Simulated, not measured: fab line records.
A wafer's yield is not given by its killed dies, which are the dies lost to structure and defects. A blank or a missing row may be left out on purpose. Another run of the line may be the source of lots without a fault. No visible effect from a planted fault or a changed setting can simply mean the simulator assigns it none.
Which tool did it? | flow berkeley cmos170 | 45 wafers sampled from 15 lots at 1 step of a route of 331

== WHAT EACH GAUGE READ, for each wafer ==
The record holds no reading of a measuring or inspecting step that can be judged against a usual standard deviation.

== TOOL THAT RAN EACH LOT (tool first, then ch and the chambers of the sampled wafers, then the start) ==
lot  | UCB170_START_OXIDATION_02
L856 | furnace-01 ch 0, day 1 15:38
L857 | furnace-03 ch 0, day 1 18:29
L860 | furnace-01 ch 0, day 2 09:26
L861 | furnace-01 ch 0, day 2 13:56
L863 | furnace-03 ch 0, day 2 22:05
L866 | furnace-04 ch 0, day 3 15:05
L868 | furnace-01, day 3 23:32
L869 | furnace-01, day 4 05:18
L870 | furnace-01, day 4 09:24
L871 | furnace-01 ch 0, day 4 13:42
L875 | furnace-04 ch 0, day 5 15:29
L876 | furnace-04 ch 0, day 5 15:29
L877 | furnace-01 ch 0, day 5 21:20
L878 | furnace-04 ch 0, day 6 00:55
L879 | furnace-03 ch 0, day 6 07:55
- UCB170_START_OXIDATION_02: target thk 20 nm, ox time 1800 s.

== AS READ BY THE TOOLS THEMSELVES (means over the sampled wafers that have a number; for cases with no such wafer, the mark the record gives instead) ==
UCB170_START_OXIDATION_02.
lot  | tool       | ox temp c (C) | ox temp c max | spike tc load C (C)
L856 | furnace-01 | 949.4         | 954.6         | 975.6
L857 | furnace-03 | 949.6         | 954.0         | 973.6
L860 | furnace-01 | 950.4         | 957.0         | 976.5
L861 | furnace-01 | 949.7         | 956.1         | 975.4
L863 | furnace-03 | 949.6         | 953.8         | 973.0
L866 | furnace-04 | 950.1         | 954.9         | 975.2
L868 | furnace-01 | -             | -             | -
L869 | furnace-01 | -             | -             | -
L870 | furnace-01 | -             | -             | -
L871 | furnace-01 | 950.2         | 956.3         | 975.2
L875 | furnace-04 | 950.1         | 954.2         | 973.1
L876 | furnace-04 | 949.8         | 953.2         | 974.0
L877 | furnace-01 | 950.2         | 955.3         | 975.6
L878 | furnace-04 | 950.7         | 954.7         | 974.8
L879 | furnace-03 | 950.1         | 954.9         | 973.9

== THE ANSWER, worked out from the rows above alone ==
Rule: the lots themselves supply what counts as usual. Put in order of their means at a reading, lots are off if they are a third of the lots or fewer, leave a main group of 4 or more, and stand apart from it by a gap of 3 or more times the standard deviation of the main group's means; of several such gaps the widest counts. A main group whose means are all the same, to the digits that the tables above print for the reading, isn't used. Also off: a lot with no number at a reading for which 4 or more lots have one. All remaining lots with rows at the step are treated as sound. After the gauges, taken in route order, come the tools' own readings; for these a lot's mean is taken, as printed above. The first step at which some lot is off is used, and at that step the reading that is off furthest; a lot without a number counts as furthest.
Off: L868, L869, L870 (UCB170_START_OXIDATION_02, ox temp c). Without a number there: L868, L869, L870. The main group has a mean of 950.0 C with a standard deviation of 0.36.
If a tool, at that step or one of the process steps before it, ran each lot that is off and ran no sound lot following the first of them, it fits. No candidate that was tried fits.

== WHAT THE SIMULATOR HAD PUT IN ==
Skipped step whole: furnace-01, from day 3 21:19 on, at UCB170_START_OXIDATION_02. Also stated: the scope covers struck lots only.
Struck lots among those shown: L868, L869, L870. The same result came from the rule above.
